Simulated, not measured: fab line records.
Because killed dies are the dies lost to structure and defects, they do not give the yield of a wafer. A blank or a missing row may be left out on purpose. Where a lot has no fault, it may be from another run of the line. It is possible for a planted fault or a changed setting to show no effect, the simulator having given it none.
fab line records -- flow berkeleyCmos170 -- part 1 of 2: steps 1 to 27 of 39
record: lots: 5, wafers: 15, lastDay: 13
route steps=331 shown START@2 ZERO@6 NWELL@14 PWELL@34
lots untouched by any fault: they come from a run of this same line in which no faults occurred
startH: hours from the record's opening day to when the first of the lot's shown wafers began -- waitH: hours from the lot's prior step to this one -- " the same as in the row above -- L1.1+2: a row that stands for several wafers -- - no value, or no start was given -- * or withheld: withheld -- < > ~ a bound
route shown NAME@n: names a module that has steps shown in the file, with the first one's number in the route -- usual: mean/standard deviation of fault-free wafers -- same: alike in all rows -- chamber/n: place in a boat -- sites: per-site readings -- _std_site: the standard deviation of these -- _edge_site: mean of outer sites minus mean of inner sites -- radiusMm: how far each site lies from the wafer's centre -- mask NAME#n: copy n -- behind: the last tool/chamber to shape the wafer -- hold: cause of the lot's hold/its duration in hours/its outcome -- device: which transistor (n, p or np) failed to switch -- end of line: the tests these same wafers got at the end of their route -- a step given without rows: its recipe and nothing more -- killed: at the first sort, the dies lost to defects and structure; wafer yield is something else -- map: dies across one wafer; x = killed, . = not, _ = none there
set.NAME: the run value of the setting; set.NAME@STEP: its run value at that earlier step -- model.NAME: the simulator's own value behind a step, which no gauge read
a table for each step, a row for each wafer; lots at some steps of the route
services: a tool's chamber out of use, with start hour (startH, from the record's first day; less than 0 if before it), hours out, and reason
== steps ==
step: UCB170_START_CLEAN_01
recipe: chemistry: dHF, dilution: 25:1, timeS: 60
lot.wafer,tool,chamber,startH,waitH
L075.3+4+6,wetBench-02,0,15.12,0.1
L076.3+5+6,wetBench-02,2,20.12,0.1
L083.1+4+6,wetBench-01,2,55.12,0.1
L090.2+3+5,wetBench-02,0,90.24,0.2
L097.3+5+6,wetBench-01,3,125.12,0.1
step: UCB170_START_OXIDATION_02
recipe: tempC: 950, ambient: O2, targetThkA: 200, oxTimeS: 1800
usual: spikeTcSourceC: 970.5/0.98, tubeCenterTempC: 950/0.083
lot.wafer,tool,chamber,startH,waitH,spikeTcSourceC,tubeCenterTempC
L075.3,furnace-01,0,17.39,2.2,971.0,950.1
L075.4,furnace-01,0,17.39,2.2,971.3,949.89
L075.6,furnace-01,0,17.39,2.2,969.1,949.87
L076.3,furnace-02,0,23.99,3.8,970.7,950.05
L076.5,furnace-02,0,23.99,3.8,970.1,950.01
L076.6,furnace-02,0,23.99,3.8,969.7,950.07
L083.1,furnace-02,0,60.53,5.4,971.0,950
L083.4,furnace-02,0,60.53,5.4,970.4,950.1
L083.6,furnace-02,0,60.53,5.4,969.9,949.98
L090.2,furnace-02,0,95.90,5.6,971.0,949.97
L090.3,furnace-02,0,95.90,5.6,970.0,950.07
L090.5,furnace-02,0,95.90,5.6,970.7,950.01
L097.3,furnace-02,0,127.51,2.4,969.0,950.03
L097.5,furnace-02,0,127.51,2.4,972.8,949.89
L097.6,furnace-02,0,127.51,2.4,971.7,950
step: UCB170_START_THK_MEAS_03
recipe: reads: SiO2_of_START_OXIDATION_02
usual: START_OXIDE_THK: 20.1/0.34
lot.wafer,tool,chamber,startH,waitH,START_OXIDE_THK[nm]
L075.3,filmMetro-03,-,18.91,0.0,19.6
L075.4,filmMetro-03,-,18.91,0.0,19.5
L075.6,filmMetro-03,-,18.91,0.0,19.0
L076.3,filmMetro-03,-,25.51,0.0,20.4
L076.5,filmMetro-03,-,25.51,0.0,20.9
L076.6,filmMetro-03,-,25.51,0.0,20.3
L083.1,filmMetro-03,-,62.03,0.0,20.3
L083.4,filmMetro-03,-,62.03,0.0,20.3
L083.6,filmMetro-03,-,62.03,0.0,20.3
L090.2,filmMetro-04,-,97.41,0.0,20.7
L090.3,filmMetro-04,-,97.41,0.0,20.4
L090.5,filmMetro-04,-,97.41,0.0,20.5
L097.3,filmMetro-02,-,129.03,0.0,20.3
L097.5,filmMetro-02,-,129.03,0.0,20.2
L097.6,filmMetro-02,-,129.03,0.0,20.3
step: UCB170_START_ANNEAL_04
recipe: tempC: 950, timeS: 1200, ambient: N2
usual: spikeTcSourceC: 970.6/1.1, tubeCenterTempC: 949.99/0.086
lot.wafer,tool,chamber,startH,waitH,spikeTcSourceC,tubeCenterTempC
L075.3,furnace-04,0,22.68,3.8,969.9,950.17
L075.4,furnace-04,0,22.68,3.8,969.0,950.08
L075.6,furnace-04,0,22.68,3.8,968.3,950.06
L076.3,furnace-04,0,29.51,4.0,970.1,950.08
L076.5,furnace-04,0,29.51,4.0,971.0,949.94
L076.6,furnace-04,0,29.51,4.0,972.5,950.09
L083.1,furnace-01,0,68.61,6.6,971.8,950.07
L083.4,furnace-01,0,68.61,6.6,969.8,950.12
L083.6,furnace-01,0,68.61,6.6,969.6,949.94
L090.2,furnace-02,0,104.58,7.2,970.1,949.82
L090.3,furnace-02,0,104.58,7.2,969.7,950.02
L090.5,furnace-02,0,104.58,7.2,970.6,949.84
L097.3,furnace-01,0,132.70,3.7,969.1,950.13
L097.5,furnace-01,0,132.70,3.7,971.3,950.02
L097.6,furnace-01,0,132.70,3.7,971.0,949.77
step: UCB170_ZERO_HMDS_00
recipe: primeTimeS: 60, primeTempC: 100
lot.wafer,tool,chamber,startH,waitH
L075.3+4+6,lithoTrack-01,0,24.26,0.2
L076.3+5+6,lithoTrack-01,0,30.90,0.1
L083.1+4+6,lithoTrack-02,0,69.94,0.0
L090.2+3+5,lithoTrack-04,0,105.95,0.0
L097.3+5+6,lithoTrack-02,0,134.09,0.1
step: UCB170_ZERO_COAT_01
recipe: resist: KrF, spinRpm: 1500, resistThkNm: 900
lot.wafer,tool,chamber,startH,waitH
L075.3+4+6,lithoTrack-01,0,24.41,0.1
L076.3+5+6,lithoTrack-01,0,31.05,0.1
L083.1+4+6,lithoTrack-02,0,70.09,0.1
L090.2+3+5,lithoTrack-04,0,106.10,0.1
L097.3+5+6,lithoTrack-02,0,134.24,0.1
step: UCB170_ZERO_SOFTBAKE_02
recipe: resist: KrF, tempC: 130, timeS: 60
usual: plateTempC: 129.97/0.14
lot.wafer,tool,chamber,startH,waitH,plateTempC
L075.3,lithoTrack-01,0,24.56,0.1,130.04
L075.4,lithoTrack-01,0,24.56,0.1,129.82
L075.6,lithoTrack-01,0,24.56,0.1,129.94
L076.3,lithoTrack-01,0,31.20,0.1,129.83
L076.5,lithoTrack-01,0,31.20,0.1,129.66
L076.6,lithoTrack-01,0,31.20,0.1,130.06
L083.1,lithoTrack-02,0,70.24,0.1,130.04
L083.4,lithoTrack-02,0,70.24,0.1,130.07
L083.6,lithoTrack-02,0,70.24,0.1,130.43
L090.2,lithoTrack-04,0,106.25,0.1,130.05
L090.3,lithoTrack-04,0,106.25,0.1,129.93
L090.5,lithoTrack-04,0,106.25,0.1,129.93
L097.3,lithoTrack-02,0,134.39,0.1,129.81
L097.5,lithoTrack-02,0,134.39,0.1,129.98
L097.6,lithoTrack-02,0,134.39,0.1,129.83
step: UCB170_ZERO_EXPOSE_03
recipe: maskId: PM_MARKS, na: 0.5, sigmaOuter: 0.6, sourceShape: conventional, targetCdNm: 4000, doseMj: 30
lot.wafer,tool,chamber,startH,waitH,mask
L075.3+4+6,krfScanner-02,0,24.85,0.3,PM_MARKS#0
L076.3+5+6,krfScanner-01,0,31.46,0.2,PM_MARKS#0
L083.1+4+6,krfScanner-01,0,70.52,0.2,PM_MARKS#0
L090.2+3+5,krfScanner-02,0,106.45,0.2,PM_MARKS#0
L097.3+5+6,krfScanner-02,0,134.65,0.2,PM_MARKS#0
step: UCB170_ZERO_PEB_04
recipe: pebTempC: 130, pebTimeS: withheld, resist: KrF
usual: plateTempC: 129.99/0.13
lot.wafer,tool,chamber,startH,waitH,plateTempC
L075.3,lithoTrack-04,0,25.23,0.4,129.94
L075.4,lithoTrack-04,0,25.23,0.4,129.95
L075.6,lithoTrack-04,0,25.23,0.4,129.89
L076.3,lithoTrack-04,0,31.59,0.1,130.01
L076.5,lithoTrack-04,0,31.59,0.1,130.17
L076.6,lithoTrack-04,0,31.59,0.1,129.98
L083.1,lithoTrack-02,0,70.63,0.1,129.92
L083.4,lithoTrack-02,0,70.63,0.1,129.93
L083.6,lithoTrack-02,0,70.63,0.1,130.04
L090.2,lithoTrack-04,0,106.58,0.1,130.00
L090.3,lithoTrack-04,0,106.58,0.1,130.32
L090.5,lithoTrack-04,0,106.58,0.1,130.26
L097.3,lithoTrack-02,0,134.78,0.1,130.00
L097.5,lithoTrack-02,0,134.78,0.1,130.15
L097.6,lithoTrack-02,0,134.78,0.1,130.02
step: UCB170_ZERO_DEVELOP_05
recipe: developer: TMAH, developTimeS: 45, resist: KrF, devTempC: 20.56
usual: developerTempC: 20.56/0.089
lot.wafer,tool,chamber,startH,waitH,developerTempC
L075.3,lithoTrack-04,0,-,-,20.56
L075.4,lithoTrack-04,0,-,-,20.55
L075.6,lithoTrack-04,0,-,-,20.53
L076.3,lithoTrack-04,0,-,-,20.50
L076.5,lithoTrack-04,0,-,-,20.45
L076.6,lithoTrack-04,0,-,-,20.63
L083.1,lithoTrack-02,0,-,-,20.39
L083.4,lithoTrack-02,0,-,-,20.64
L083.6,lithoTrack-02,0,-,-,20.59
L090.2,lithoTrack-04,0,-,-,20.48
L090.3,lithoTrack-04,0,-,-,20.55
L090.5,lithoTrack-04,0,-,-,20.44
L097.3,lithoTrack-02,0,-,-,20.52
L097.5,lithoTrack-02,0,-,-,20.67
L097.6,lithoTrack-02,0,-,-,20.57
step: UCB170_ZERO_ETCH_06
recipe: chemistry: CHF3/CF4/Ar, target: SiO2, timeS: 12, pressureMtorr: 100, rfW: 500, CHF3_flow_sccm: 50, cf4FlowSccm: 10, Ar_flow_sccm: 120, overEtchFrac: 1.58
usual: drypumpMotorCurrentA: 5.8/0.43, oesProductAu: 0.617/0.01, throttleValvePct: 9.20/0.16
same: overEtchFrac: 1.58
lot.wafer,tool,chamber,startH,waitH,drypumpMotorCurrentA,oesProductAu,rfHoursCounterH,throttleValvePct
L075.3,rieDiel-02,1,25.46,-,6.2,0.619,169,9.07
L075.4,rieDiel-02,2,25.46,-,6.1,0.619,35,9.27
L075.6,rieDiel-02,1,25.46,-,6.2,0.628,-,9.05
L076.3,rieDiel-02,1,31.81,-,6.2,0.608,169,9.06
L076.5,rieDiel-02,0,31.81,-,6.4,0.595,-,9.18
L076.6,rieDiel-02,3,31.81,-,6.1,0.612,-,9.40
L083.1,rieDiel-04,1,70.91,-,6.2,0.622,22,9.25
L083.4,rieDiel-04,2,70.91,-,5.7,0.628,67,9.06
L083.6,rieDiel-04,3,70.91,-,5.7,0.621,-,9.23
L090.2,rieDiel-04,3,106.83,-,5.7,0.610,3,9.23
L090.3,rieDiel-04,0,106.83,-,5.8,0.624,137,9.15
L090.5,rieDiel-04,0,106.83,-,5.8,0.635,-,9.15
L097.3,rieDiel-02,0,135.00,-,6.4,0.602,36,9.18
L097.5,rieDiel-02,3,135.00,-,6.1,0.602,-,9.41
L097.6,rieDiel-02,2,135.00,-,6.1,0.622,-,9.28
step: UCB170_ZERO_STRIP_07
recipe: chemistry: O2, powerW: 400, pressureMtorr: 3500, platenTempC: withheld, o2FlowSccm: 400, overashFraction: 0.5
usual: drypumpMotorCurrentA: 5.6/0.61, oesProductAu: 0.727/0.0044, stripTimeToEndpointS: 21.50/0.057
lot.wafer,tool,chamber,startH,waitH,drypumpMotorCurrentA,oesProductAu,rfHoursCounterH,stripTimeToEndpointS
L075.3,plasmaAsher-02,1,25.51,0.0,6.3,0.724,-,21.55
L075.4,plasmaAsher-02,0,25.51,0.0,4.7,0.732,-,21.61
L075.6,plasmaAsher-02,0,25.51,0.0,4.7,0.728,-,21.50
L076.3,plasmaAsher-02,0,31.87,0.0,4.7,0.732,-,21.48
L076.5,plasmaAsher-02,1,31.87,0.0,6.2,0.732,-,21.49
L076.6,plasmaAsher-02,0,31.87,0.0,4.7,0.730,-,21.51
L083.1,plasmaAsher-04,1,70.93,0.0,5.3,0.723,36,21.59
L083.4,plasmaAsher-04,1,70.93,0.0,5.3,0.731,-,21.58
L083.6,plasmaAsher-04,1,70.93,0.0,5.3,0.730,-,21.53
L090.2,plasmaAsher-02,0,106.85,0.0,4.7,0.724,37,21.53
L090.3,plasmaAsher-02,1,106.85,0.0,6.3,0.721,-,21.55
L090.5,plasmaAsher-02,1,106.85,0.0,6.3,0.728,-,21.53
L097.3,plasmaAsher-02,1,135.06,0.0,6.3,0.727,-,21.48
L097.5,plasmaAsher-02,1,135.06,0.0,6.3,0.730,-,21.46
L097.6,plasmaAsher-02,0,135.06,0.0,4.7,0.732,-,21.47
step: UCB170_NWELL_WET_ETCH_00
recipe: chemistry: dHF, dilution: 25:1, target: SiO2, tempC: 25, timeS: 200
lot.wafer,tool,chamber,startH,waitH
L075.3+4+6,wetBench-04,2,25.73,0.2
L076.3+5+6,wetBench-02,3,32.59,0.7
L083.1+4+6,wetBench-03,2,71.31,0.3
L090.2+3+5,wetBench-04,0,106.95,0.1
L097.3+5+6,wetBench-03,3,135.91,0.8
step: UCB170_NWELL_OXIDATION_01
recipe: tempC: 1000, ambient: O2, targetThkA: 264, oxTimeS: 1260
usual: spikeTcSourceC: 1021.1/0.95, tubeCenterTempC: 1000/0.095
lot.wafer,tool,chamber,startH,waitH,spikeTcSourceC,tubeCenterTempC
L075.3,furnace-01,0,30.09,4.3,1020.8,999.98
L075.4,furnace-01,0,30.09,4.3,1020.9,999.92
L075.6,furnace-01,0,30.09,4.3,1020.5,999.99
L076.3,furnace-01,0,37.04,4.4,1020.6,1000
L076.5,furnace-01,0,37.04,4.4,1020.3,999.95
L076.6,furnace-01,0,37.04,4.4,1020.7,1000
L083.1,furnace-04,0,75.76,4.4,1020.8,999.98
L083.4,furnace-04,0,75.76,4.4,1022.2,1000.1
L083.6,furnace-04,0,75.76,4.4,1020.9,1000
L090.2,furnace-02,0,112.16,5.1,1021.5,999.88
L090.3,furnace-02,0,112.16,5.1,1020.0,1000.1
L090.5,furnace-02,0,112.16,5.1,1019.9,1000.1
L097.3,furnace-04,0,141.32,5.3,1021.9,1000
L097.5,furnace-04,0,141.32,5.3,1021.1,1000
L097.6,furnace-04,0,141.32,5.3,1021.2,1000
step: UCB170_NWELL_THK_MEAS_02
recipe: reads: SiO2_of_NWELL_OXIDATION_01
usual: NWELL_OXIDE_THK: 26.3/0.48
lot.wafer,tool,chamber,startH,waitH,NWELL_OXIDE_THK[nm]
L075.3,filmMetro-01,-,31.46,0.0,25.7
L075.4,filmMetro-01,-,31.46,0.0,25.8
L075.6,filmMetro-01,-,31.46,0.0,26.0
L076.3,filmMetro-02,-,38.41,0.0,25.7
L076.5,filmMetro-02,-,38.41,0.0,25.3
L076.6,filmMetro-02,-,38.41,0.0,25.7
L083.1,filmMetro-02,-,77.11,0.0,26.3
L083.4,filmMetro-02,-,77.11,0.0,26.1
L083.6,filmMetro-02,-,77.11,0.0,26.2
L090.2,filmMetro-04,-,113.52,0.0,27.3
L090.3,filmMetro-04,-,113.52,0.0,27.0
L090.5,filmMetro-04,-,113.52,0.0,27.1
L097.3,filmMetro-01,-,142.69,0.0,26.1
L097.5,filmMetro-01,-,142.69,0.0,26.2
L097.6,filmMetro-01,-,142.69,0.0,25.4
step: UCB170_NWELL_ANNEAL_03
recipe: tempC: 1000, timeS: 900, ambient: N2
usual: spikeTcSourceC: 1021.0/1, tubeCenterTempC: 1000/0.091
lot.wafer,tool,chamber,startH,waitH,spikeTcSourceC,tubeCenterTempC
L075.3,furnace-02,0,36.34,4.9,1020.5,1000
L075.4,furnace-02,0,36.34,4.9,1020.3,999.87
L075.6,furnace-02,0,36.34,4.9,1020.5,999.92
L076.3,furnace-02,0,43.67,5.2,1021.1,1000
L076.5,furnace-02,0,43.67,5.2,1021.9,1000
L076.6,furnace-02,0,43.67,5.2,1022.0,1000
L083.1,furnace-04,0,81.46,4.3,1020.8,999.96
L083.4,furnace-04,0,81.46,4.3,1021.2,999.96
L083.6,furnace-04,0,81.46,4.3,1021.0,999.99
L090.2,furnace-01,0,117.35,3.8,1020.7,999.85
L090.3,furnace-01,0,117.35,3.8,1020.3,1000.3
L090.5,furnace-01,0,117.35,3.8,1021.4,999.97
L097.3,furnace-04,0,148.17,5.5,1020.7,1000
L097.5,furnace-04,0,148.17,5.5,1020.2,1000.2
L097.6,furnace-04,0,148.17,5.5,1021.2,1000.1
step: UCB170_NWELL_CVD_04
recipe: material: Si3N4, targetThkNm: 224, tempC: 800, precursor: SiH2Cl2/NH3, timeS: 3360, pressureMtorr: 200, sih2cl2FlowSccm: 25, nh3FlowSccm: 75
usual: spikeTcSourceC: 823.1/2.4
lot.wafer,tool,chamber,startH,waitH,spikeTcSourceC
L075.3,lpcvd-02,0,39.68,2.1,826.6
L075.4,lpcvd-02,0,39.68,2.1,824.9
L075.6,lpcvd-02,0,39.68,2.1,825.1
L076.3,lpcvd-01,0,44.92,0.0,825.4
L076.5,lpcvd-01,0,44.92,0.0,825.6
L076.6,lpcvd-01,0,44.92,0.0,823.7
L083.1,lpcvd-01,0,82.74,0.0,824.1
L083.4,lpcvd-01,0,82.74,0.0,823.9
L083.6,lpcvd-01,0,82.74,0.0,824.4
L090.2,lpcvd-02,1,119.19,0.6,822.0
L090.3,lpcvd-02,1,119.19,0.6,823.0
L090.5,lpcvd-02,1,119.19,0.6,821.8
L097.3,lpcvd-01,1,149.42,0.0,819.7
L097.5,lpcvd-01,1,149.42,0.0,819.9
L097.6,lpcvd-01,1,149.42,0.0,820.4
step: UCB170_NWELL_THK_MEAS_05
recipe: reads: Si3N4_of_NWELL_CVD_04
usual: NWELL_NITRIDE_THK: 224.5/1.9
lot.wafer,tool,chamber,startH,waitH,NWELL_NITRIDE_THK[nm]
L075.3,filmMetro-01,-,42.60,0.0,226.2
L075.4,filmMetro-01,-,42.60,0.0,225.6
L075.6,filmMetro-01,-,42.60,0.0,227.1
L076.3,filmMetro-02,-,46.87,0.0,222.2
L076.5,filmMetro-02,-,46.87,0.0,225.6
L076.6,filmMetro-02,-,46.87,0.0,223.2
L083.1,filmMetro-01,-,84.67,0.0,223.0
L083.4,filmMetro-01,-,84.67,0.0,223.7
L083.6,filmMetro-01,-,84.67,0.0,223.7
L090.2,filmMetro-02,-,121.13,0.0,225.0
L090.3,filmMetro-02,-,121.13,0.0,223.6
L090.5,filmMetro-02,-,121.13,0.0,224.5
L097.3,filmMetro-02,-,151.38,0.0,218.8
L097.5,filmMetro-02,-,151.38,0.0,221.0
L097.6,filmMetro-02,-,151.38,0.0,220.4
step: UCB170_NWELL_HMDS_06
recipe: primeTimeS: 60, primeTempC: 100
lot.wafer,tool,chamber,startH,waitH
L075.3+4+6,lithoTrack-03,0,42.69,0.1
L076.3+5+6,lithoTrack-02,0,47.03,0.1
L083.1+4+6,lithoTrack-01,0,84.95,0.3
L090.2+3+5,lithoTrack-03,0,121.62,0.5
L097.3+5+6,lithoTrack-02,0,151.47,0.1
step: UCB170_NWELL_COAT_07
recipe: resist: KrF, spinRpm: 1500, resistThkNm: 900
lot.wafer,tool,chamber,startH,waitH
L075.3+4+6,lithoTrack-03,0,42.84,0.1
L076.3+5+6,lithoTrack-02,0,47.18,0.1
L083.1+4+6,lithoTrack-01,0,85.10,0.1
L090.2+3+5,lithoTrack-03,0,121.77,0.1
L097.3+5+6,lithoTrack-02,0,151.62,0.1
step: UCB170_NWELL_SOFTBAKE_08
recipe: resist: KrF, tempC: 130, timeS: 60
usual: plateTempC: 130.02/0.15
lot.wafer,tool,chamber,startH,waitH,plateTempC
L075.3,lithoTrack-03,0,42.99,0.1,130.05
L075.4,lithoTrack-03,0,42.99,0.1,129.86
L075.6,lithoTrack-03,0,42.99,0.1,130.02
L076.3,lithoTrack-02,0,47.33,0.1,130.01
L076.5,lithoTrack-02,0,47.33,0.1,130.05
L076.6,lithoTrack-02,0,47.33,0.1,129.88
L083.1,lithoTrack-01,0,85.25,0.1,130.12
L083.4,lithoTrack-01,0,85.25,0.1,130.24
L083.6,lithoTrack-01,0,85.25,0.1,130.01
L090.2,lithoTrack-03,0,121.92,0.1,130.00
L090.3,lithoTrack-03,0,121.92,0.1,130.12
L090.5,lithoTrack-03,0,121.92,0.1,129.73
L097.3,lithoTrack-02,0,151.77,0.1,130.01
L097.5,lithoTrack-02,0,151.77,0.1,129.87
L097.6,lithoTrack-02,0,151.77,0.1,130.06
step: UCB170_NWELL_EXPOSE_09
recipe: maskId: NWELL, targetCdNm: 3000, na: 0.5, sigmaOuter: 0.6, sourceShape: conventional, doseMj: 25
lot.wafer,tool,chamber,startH,waitH,mask
L075.3+4+6,krfScanner-01,0,43.26,0.2,NWELL#0
L076.3+5+6,krfScanner-01,0,47.47,0.1,NWELL#0
L083.1+4+6,krfScanner-02,0,85.53,0.2,NWELL#0
L090.2+3+5,krfScanner-02,0,122.06,0.1,NWELL#0
L097.3+5+6,krfScanner-02,0,152.03,0.2,NWELL#0
step: UCB170_NWELL_PEB_10
recipe: pebTempC: 130, pebTimeS: withheld, resist: KrF
usual: plateTempC: 129.99/0.13
lot.wafer,tool,chamber,startH,waitH,plateTempC
L075.3,lithoTrack-03,0,43.38,0.1,129.91
L075.4,lithoTrack-03,0,43.38,0.1,130.01
L075.6,lithoTrack-03,0,43.38,0.1,129.89
L076.3,lithoTrack-03,0,47.66,0.2,130.06
L076.5,lithoTrack-03,0,47.66,0.2,130.12
L076.6,lithoTrack-03,0,47.66,0.2,130.05
L083.1,lithoTrack-02,0,85.87,0.3,129.95
L083.4,lithoTrack-02,0,85.87,0.3,130.04
L083.6,lithoTrack-02,0,85.87,0.3,129.84
L090.2,lithoTrack-03,0,122.80,0.7,129.93
L090.3,lithoTrack-03,0,122.80,0.7,130.01
L090.5,lithoTrack-03,0,122.80,0.7,130.20
L097.3,lithoTrack-03,0,152.16,0.1,130.17
L097.5,lithoTrack-03,0,152.16,0.1,130.09
L097.6,lithoTrack-03,0,152.16,0.1,130.10
step: UCB170_NWELL_DEVELOP_11
recipe: developer: TMAH, developTimeS: 45, resist: KrF, devTempC: 21
usual: developerTempC: 21.01/0.1
lot.wafer,tool,chamber,startH,waitH,developerTempC
L075.3,lithoTrack-03,0,-,-,21.06
L075.4,lithoTrack-03,0,-,-,21.12
L075.6,lithoTrack-03,0,-,-,21.02
L076.3,lithoTrack-03,0,-,-,21.07
L076.5,lithoTrack-03,0,-,-,21.02
L076.6,lithoTrack-03,0,-,-,21.00
L083.1,lithoTrack-02,0,-,-,20.99
L083.4,lithoTrack-02,0,-,-,20.88
L083.6,lithoTrack-02,0,-,-,20.91
L090.2,lithoTrack-03,0,-,-,21.05
L090.3,lithoTrack-03,0,-,-,20.91
L090.5,lithoTrack-03,0,-,-,20.91
L097.3,lithoTrack-03,0,-,-,20.90
L097.5,lithoTrack-03,0,-,-,20.96
L097.6,lithoTrack-03,0,-,-,21.04
step: UCB170_NWELL_OVL_MEAS_12
usual: NWELL_OVL: -1/5.9
lot.wafer,tool,chamber,startH,waitH,NWELL_OVL[nm]
L075.3,overlay-01,-,43.62,-,-3
L075.4,overlay-01,-,43.62,-,0
L075.6,overlay-01,-,43.62,-,1
L076.3,overlay-01,-,47.90,-,2
L076.5,overlay-01,-,47.90,-,-2
L076.6,overlay-01,-,47.90,-,-4
L083.1,overlay-02,-,86.14,-,-2
L083.4,overlay-02,-,86.14,-,-5
L083.6,overlay-02,-,86.14,-,5
L090.2,overlay-02,-,123.05,-,6
L090.3,overlay-02,-,123.05,-,7
L090.5,overlay-02,-,123.05,-,12
L097.3,overlay-02,-,152.40,-,-6
L097.5,overlay-02,-,152.40,-,-1
L097.6,overlay-02,-,152.40,-,-10
step: UCB170_NWELL_ETCH_13
recipe: chemistry: CH3F/Ar/O2, target: Si3N4, stopOn: SiO2, CH3F_flow_sccm: 20, Ar_flow_sccm: 50, O2_flow_sccm: 7, pressureMtorr: 50, rfW: 450, targetDepthA: 2464, overEtchFrac: 0.09043, timeS: 154
usual: drypumpMotorCurrentA: 5.5/0.43, oesProductAu: 0.952/0.014, throttleValvePct: 8.01/0.18
same: overEtchFrac: 0.09043
lot.wafer,tool,chamber,startH,waitH,drypumpMotorCurrentA,oesProductAu,rfHoursCounterH,throttleValvePct
L075.3,rieDiel-03,2,43.64,0.0,4.9,0.960,0,7.89
L075.4,rieDiel-03,0,43.64,0.0,5.3,0.979,147,7.76
L075.6,rieDiel-03,0,43.64,0.0,5.3,0.991,-,7.78
L076.3,rieDiel-04,3,47.92,0.0,5.7,0.938,1,8.04
L076.5,rieDiel-04,0,47.92,0.0,5.8,0.968,-,7.95
L076.6,rieDiel-04,3,47.92,0.0,5.7,0.931,-,8.04
L083.1,rieDiel-03,3,86.18,0.0,5.2,0.934,121,8.14
L083.4,rieDiel-03,2,86.18,0.0,4.9,0.954,2,7.89
L083.6,rieDiel-03,1,86.18,0.0,5.9,0.941,-,8.31
L090.2,rieDiel-03,3,123.08,0.0,5.2,0.939,123,8.12
L090.3,rieDiel-03,1,123.08,0.0,5.9,0.939,44,8.29
L090.5,rieDiel-03,0,123.08,0.0,5.3,0.972,-,7.75
L097.3,rieDiel-04,1,152.42,0.0,6.2,0.937,25,8.03
L097.5,rieDiel-04,1,152.42,0.0,6.2,0.931,-,8.02
L097.6,rieDiel-04,2,152.42,0.0,5.7,0.947,-,7.88
step: UCB170_NWELL_IMPLANT_14
recipe: species: P, doseCm2: 1e+13, energyKev: 150, tiltDeg: 7
lot.wafer,tool,chamber,startH,waitH
L075.3+4+6,implanter-02,0,43.80,0.1
L076.3+5+6,implanter-04,0,48.07,0.1
L083.1+4+6,implanter-04,0,86.28,0.1
L090.2+3+5,implanter-03,0,123.21,0.1
L097.3+5+6,implanter-04,0,152.57,0.1
